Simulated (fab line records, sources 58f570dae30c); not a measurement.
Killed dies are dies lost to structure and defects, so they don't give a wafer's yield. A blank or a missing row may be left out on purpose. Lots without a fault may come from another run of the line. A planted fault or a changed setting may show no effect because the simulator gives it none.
fab line records | flow berkeley_cmos170
record lots=5 wafers=15 last_day=12
route steps=331 shown ZERO@11 NWELL@14 M3@331
lots that met no fault: from a run of the same line without faults
start_h: hours from the record's first day to the start of the lot's first wafer shown | wait_h: hours since the lot's step before | " the same as in the row above | L1.1+2: a row that stands for several wafers | - no value, or no start given | * or withheld: withheld | < > ~ a bound
route shown NAME@n: a module of which the file shows steps, and the number in the route of the first | usual: mean/standard deviation of fault-free wafers | same: alike in all rows | chamber/n: place in a boat | sites: the reading at each site | _std_site: their standard deviation | _edge_site: outer sites' mean less inner sites' | radius_mm: how far each site lies from the wafer's centre | mask NAME#n: copy n | behind: the tool/chamber that last shaped the wafer | hold: why the lot was held/for how many hours/how that ended | device: the transistor (n, p or np) that didn't switch | end of line: the same wafers' tests at the end of the route | a step without rows: its recipe alone | killed: dies lost to structure and defects at the first sort, not the wafer's yield | map: a wafer's dies, x killed, . not, _ none there
set.NAME: the setting as run; set.NAME@STEP: as run at that earlier step | model.NAME: the simulator's own value behind a step, which no gauge read
lots at some steps of the route; a table a step, a row a wafer
services: from which hour (start_h, from the record's first day; less than 0 if before it) a tool's chamber was out of use, for how many hours, and why
## steps
# step UCB170_ZERO_DEVELOP_05
# recipe developer=TMAH develop_time_s=45 resist=KrF dev_temp_c=21
# step UCB170_ZERO_ETCH_06
# recipe chemistry=CHF3/CF4/Ar target=SiO2 time_s=12 pressure_mtorr=100 rf_w=500 CHF3_flow_sccm=50 cf4_flow_sccm=10 Ar_flow_sccm=120 over_etch_frac=1.58
# usual chamber_pressure_mTorr=100.01/0.092 drypump_motor_current_A=5.6/0.5 oes_product_au=0.614/0.0085 throttle_valve_pct=9.34/0.14
# columns lot.wafer tool chamber start_h wait_h chamber_pressure_mTorr drypump_motor_current_A oes_product_au rf_hours_counter_h throttle_valve_pct
L934.2 rie_diel-01 1 48.40 - 100.23 4.9 0.604 98 9.45
L934.4 " 0 " " 100.03 5.2 0.619 148 9.37
L934.5 " 1 " " 100.12 4.9 0.603 - 9.46
L935.1 rie_diel-01 0 55.02 - 99.97 5.2 0.610 148 9.37
L935.2 " 1 " " 99.93 4.9 0.611 98 9.46
L935.4 " 3 " " 99.85 6.0 0.622 131 9.35
L945.1 rie_diel-02 1 100.44 - 99.90 5.9 0.616 96 9.11
L945.3 " 0 " " 100.09 5.7 0.613 69 9.12
L945.4 " 3 " " 99.98 6.0 0.596 13 9.25
L948.3 rie_diel-04 2 118.71 - 99.92 6.4 0.610 - 9.52
L948.4 " 3 " " 99.93 4.9 0.607 - 9.25
L948.6 " 2 " " 100.00 6.4 0.614 - 9.53
L949.1 rie_diel-01 0 125.46 - 99.97 5.2 0.619 153 9.36
L949.4 " 1 " " 100.02 4.8 0.606 103 9.45
L949.5 " 2 " " 99.91 5.1 0.627 - 9.43
# step UCB170_ZERO_STRIP_07
# recipe chemistry=O2 power_w=400 pressure_mtorr=3500 platen_temp_c=withheld o2_flow_sccm=400 overash_fraction=0.5
# usual chamber_pressure_mTorr=3500/3.5 drypump_motor_current_A=5.8/0.44 oes_product_au=0.726/0.0045 strip_time_to_endpoint_s=21.48/0.07
# columns lot.wafer tool chamber start_h wait_h chamber_pressure_mTorr drypump_motor_current_A oes_product_au rf_hours_counter_h strip_time_to_endpoint_s
L934.2 plasma_asher-02 0 48.42 0.0 3501 5.8 0.731 23 21.49
L934.4 " 1 " " 3500 6.5 0.729 - 21.51
L934.5 " 1 " " 3498 6.5 0.731 - 21.41
L935.1 plasma_asher-03 0 55.04 0.0 3501 6.0 0.725 34 21.50
L935.2 " 1 " " 3503 5.5 0.730 34 21.59
L935.4 " 0 " " 3507 6.0 0.731 - 21.53
L945.1 plasma_asher-02 1 100.47 0.0 3502 6.6 0.724 29 21.48
L945.3 " 1 " " 3506 6.5 0.724 - 21.53
L945.4 " 0 " " 3503 5.8 0.739 - 21.52
L948.3 plasma_asher-02 0 118.77 0.0 3499 5.8 0.732 - 21.48
L948.4 " 1 " " 3501 6.6 0.718 - 21.48
L948.6 " 0 " " 3497 5.8 0.722 - 21.51
L949.1 plasma_asher-03 0 125.48 0.0 3508 6.0 0.729 43 21.32
L949.4 " 1 " " 3508 5.5 0.721 - 21.35
L949.5 " 1 " " 3510 5.5 0.726 - 21.40
# step UCB170_NWELL_WET_ETCH_00
# recipe chemistry=dHF dilution=25:1 target=SiO2 temp_c=25 time_s=200
# step UCB170_NWELL_OXIDATION_01
# recipe temp_c=1000 ambient=O2 target_thk_a=264 ox_time_s=1260
# step UCB170_NWELL_THK_MEAS_02
# recipe reads=SiO2_of_NWELL_OXIDATION_01
# usual NWELL_OXIDE_THK=26.4/0.5
# columns lot.wafer tool chamber start_h wait_h NWELL_OXIDE_THK[nm]
L934.2 film_metro-01 - 52.55 0.0 26.0
L934.4 " - " " 25.7
L934.5 " - " " 26.0
L935.1 film_metro-03 - 59.65 0.0 27.0
L935.2 " - " " 27.5
L935.4 " - " " 26.9
L945.1 film_metro-03 - 103.79 0.0 26.9
L945.3 " - " " 26.3
L945.4 " - " " 26.5
L948.3 film_metro-03 - 125.25 0.0 26.0
L948.4 " - " " 25.5
L948.6 " - " " 26.1
L949.1 film_metro-03 - 132.17 0.0 25.4
L949.4 " - " " 25.8
L949.5 " - " " 25.4
# step UCB170_NWELL_ANNEAL_03
# recipe temp_c=1000 time_s=900 ambient=N2
# step UCB170_NWELL_CVD_04
# recipe material=Si3N4 target_thk_nm=224 temp_c=800 precursor=SiH2Cl2/NH3 time_s=3360 pressure_mtorr=200 sih2cl2_flow_sccm=25 nh3_flow_sccm=75
# step UCB170_NWELL_THK_MEAS_05
# recipe reads=Si3N4_of_NWELL_CVD_04
# usual NWELL_NITRIDE_THK=224.0/2.5
# columns lot.wafer tool chamber start_h wait_h NWELL_NITRIDE_THK[nm]
L934.2 film_metro-01 - 62.66 0.0 228.3
L934.4 " - " " 231.6
L934.5 " - " " 230.0
L935.1 film_metro-03 - 65.81 0.0 224.3
L935.2 " - " " 223.4
L935.4 " - " " 221.6
L945.1 film_metro-01 - 110.39 0.0 224.0
L945.3 " - " " 224.5
L945.4 " - " " 223.4
L948.3 film_metro-03 - 132.78 0.0 220.6
L948.4 " - " " 221.9
L948.6 " - " " 220.9
L949.1 film_metro-04 - 138.65 0.0 226.0
L949.4 " - " " 225.7
L949.5 " - " " 225.9
# step UCB170_NWELL_HMDS_06
# recipe prime_time_s=60 prime_temp_c=100
# step UCB170_NWELL_COAT_07
# recipe resist=KrF spin_rpm=1500 resist_thk_nm=900
# step UCB170_NWELL_SOFTBAKE_08
# recipe resist=KrF temp_c=130 time_s=60
# step UCB170_NWELL_EXPOSE_09
# recipe mask_id=NWELL target_cd_nm=3000 na=0.5 sigma_outer=0.6 source_shape=conventional dose_mj=25
# same na=0.5
# columns lot.wafer tool chamber start_h wait_h mask
L934.2+4+5 krf_scanner-01 0 64.30 0.3 NWELL#0
L935.1+2+4 krf_scanner-02 0 66.44 0.2 NWELL_R1#0
L945.1+3+4 krf_scanner-01 0 111.39 0.1 NWELL#0
L948.3+4+6 krf_scanner-02 0 133.31 0.1 NWELL#0
L949.1+4+5 krf_scanner-01 0 139.35 0.3 NWELL#0
# step UCB170_NWELL_PEB_10
# recipe peb_temp_c=130 peb_time_s=withheld resist=KrF
# step UCB170_NWELL_DEVELOP_11
# recipe developer=TMAH develop_time_s=45 resist=KrF dev_temp_c=21
# step UCB170_NWELL_OVL_MEAS_12
# usual NWELL_OVL=-5/6
# columns lot.wafer tool chamber start_h wait_h NWELL_OVL[nm]
L934.2 overlay-01 - 65.06 - -11
L934.4 " - " " -14
L934.5 " - " " -1
L935.1 overlay-01 - 66.84 - 2
L935.2 " - " " -1
L935.4 " - " " 3
L945.1 overlay-01 - 112.06 - -14
L945.3 " - " " -13
L945.4 " - " " -7
L948.3 overlay-01 - 133.68 - -5
L948.4 " - " " -13
L948.6 " - " " -10
L949.1 overlay-02 - 140.16 - -2
L949.4 " - " " -2
L949.5 " - " " 1
# step UCB170_NWELL_ETCH_13
# recipe chemistry=CH3F/Ar/O2 target=Si3N4 stop_on=SiO2 CH3F_flow_sccm=20 Ar_flow_sccm=50 O2_flow_sccm=7 pressure_mtorr=50 rf_w=434 target_depth_a=2464 over_etch_frac=0.1 time_s=154
# usual chamber_pressure_mTorr=49.99/0.047 drypump_motor_current_A=5.5/0.48 oes_product_au=0.935/0.013 throttle_valve_pct=8.14/0.13
# columns lot.wafer tool chamber start_h wait_h chamber_pressure_mTorr drypump_motor_current_A oes_product_au rf_hours_counter_h throttle_valve_pct model.NWELL.cd_nm
L934.2 rie_diel-01 2 65.09 0.0 49.94 5.1 0.960 54 8.22 2998
L934.4 " 0 " " 49.98 5.2 0.952 149 8.17 3000
L934.5 " 1 " " 49.93 4.8 0.930 - 8.27 3000
L935.1 rie_diel-01 0 66.87 0.0 49.96 5.2 0.933 149 8.17 2642
L935.2 " 3 " " 50.06 6.0 0.951 132 8.19 2642
L935.4 " 1 " " 50.01 4.8 0.920 99 8.27 2642
L945.1 rie_diel-01 2 112.10 0.0 49.96 5.1 0.947 57 8.22 2998
L945.3 " 1 " " 50.01 4.8 0.922 102 8.25 2998
L945.4 " 3 " " 50.01 6.0 0.939 134 8.16 3000
L948.3 rie_diel-03 1 133.70 0.0 50.02 5.9 0.906 4 7.89 3002
L948.4 " 2 " " 49.99 5.7 0.931 86 8.24 3001
L948.6 " 1 " " 49.95 5.9 0.909 - 7.88 3000
L949.1 rie_diel-01 0 140.20 0.0 50.01 5.2 0.941 153 8.17 3001
L949.4 " 2 " " 49.95 5.1 0.946 58 8.22 3002
L949.5 " 3 " " 50.02 6.0 0.947 - 8.16 3001
# step UCB170_NWELL_IMPLANT_14
# recipe species=P dose_cm2=1e+13 energy_kev=150 tilt_deg=7
# step UCB170_M3_PROBE_99
# columns lot.wafer tool chamber start_h wait_h model.etest.nwell.width_nm model.etest.nwell.line_ohm_um model.etest.iso_pplus_pwell.bv_v model.etest.iso_nplus_nwell.lateral_log10_a_um
L934.2 prober-02 - 195.07 0.1 2367 365 24.03 -8.107
L934.5 prober-02 - 195.22 0.2 2371 365.9 23.94 -8.133
L935.1 prober-01 - 195.56 0.1 2068 421.8 20.68 -8.179
L935.2 prober-01 - 195.61 0.1 2079 423.1 20.88 -8.126
L935.4 prober-01 - 195.71 0.2 2073 424 20.87 -8.159
L945.1 prober-02 - 254.99 0.1 2353 360.5 22.58 -8.1
L945.3 prober-02 - 255.09 0.2 2360 363.3 23.54 -8.155
L945.4 prober-02 - 255.14 0.2 2377 363.3 23.91 -8.084
L948.3 prober-02 - 268.27 0.2 2372 367.3 23.89 -8.131
L948.4 prober-02 - 268.32 0.2 2372 364.6 23.71 -8.141
L948.6 prober-02 - 268.42 0.2 2368 365.5 23.41 -8.127
L949.1 prober-01 - 275.81 0.1 2370 362.4 23.54 -8.081
L949.4 prober-01 - 275.96 0.2 2359 367.5 22.5 -8.092
L949.5 prober-01 - 276.01 0.2 2363 366.9 23.24 -8.05
# killed by level:class
L934.2 NWELL:area_etch=2 SPACER:geometric_particle:open=1 M2:geometric_particle:short=1
L934.5 NWELL:area_etch=5 CONTACT:geometric_particle:short=1
L945.1 SPACER:geometric_particle:open=1 SILICIDE:geometric_particle:short=1 SILICIDE:geometric_particle:open=1 V1:geometric_particle:short=1 NWELL:area_etch=1
L945.3 SPACER:geometric_particle:short=2 WELLDRIVE:geometric_particle:short=1 GATE:geometric_particle:short=1 SPACER:geometric_particle:open=1 V2:geometric_particle:open=1
L945.4 GATE:geometric_particle:open=1
L948.3 SPACER:geometric_particle:open=2 PWELL:area_etch=2 SPACER:geometric_particle:short=1 V1:geometric_particle:open=1
L948.4 GATE:geometric_particle:short=1 SPACER:geometric_particle:open=1
L948.6 GATE:geometric_particle:short=1 M1:geometric_particle:short=1
L949.1 NWELL:area_etch=3 V1:geometric_particle:short=1
L949.4 SILICIDE:geometric_particle:short=1 NWELL:area_etch=1
L949.5 M2:geometric_particle:short=1
## services
# columns tool chamber start_h hours kind
rie_diel-01 3 27.20 3.7 repair
rie_diel-02 2 27.68 8.2 repair
krf_scanner-01 - 28.62 1.3 pm
rie_diel-03 3 35.35 2.1 repair
krf_scanner-02 - 36.37 4.0 pm
rie_diel-03 1 37.41 - clean
rie_diel-03 1 37.41 18.5 scheduled_down
rie_diel-03 1 37.41 18.5 vent_cycle
krf_scanner-01 - 57.13 0.2 repair
rie_diel-02 0 57.77 8.9 repair
krf_scanner-01 - 62.37 1.0 pm
krf_scanner-02 - 63.42 1.3 pm
rie_diel-02 0 67.05 9.3 repair
krf_scanner-02 - 78.92 8.5 repair
krf_scanner-01 - 87.15 - calibration
krf_scanner-01 - 87.38 0.8 pm
rie_diel-04 - 92.21 0.2 repair
krf_scanner-02 0 103.31 - calibration
rie_diel-04 0 106.73 - clean
rie_diel-04 1 108.63 6.2 repair
rie_diel-04 1 115.04 8.9 repair
krf_scanner-01 0 121.21 - calibration
krf_scanner-02 - 138.36 1.0 pm
rie_diel-03 2 140.15 7.9 repair
## key
first_sign step=UCB170_NWELL_EXPOSE_09 reading=mask direction=changed
effect none on later readings
model_effect step=UCB170_NWELL_ETCH_13 value=NWELL.cd_nm without=3002 struck=2642
model_effect step=UCB170_M3_PROBE_99 value=etest.nwell.width_nm without=2362 struck=2073
met_at UCB170_NWELL_EXPOSE_09
struck_wafers L935.1,L935.2,L935.4
sort_left_out L935.1,L935.2,L935.4
tester_left_out L935
fault kind=wrong_mask tool=any chamber=- onset_h=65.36 steps=UCB170_NWELL_EXPOSE_09 aux_copy=NWELL_R1#0 cd_offset_nm=-360 scope=struck_lots_only
# tester_left_out: of these lots the tester's yield and bins aren't shown, on N5 and GAA mostly nor the transistor test; their killed dies are dies lost to structure and defects alone, not to doping, threshold or leakage, so they don't give the yield
# sort_left_out: the simulated sort isn't trusted on such a fault, so these wafers' sort isn't shown, and their yield isn't known
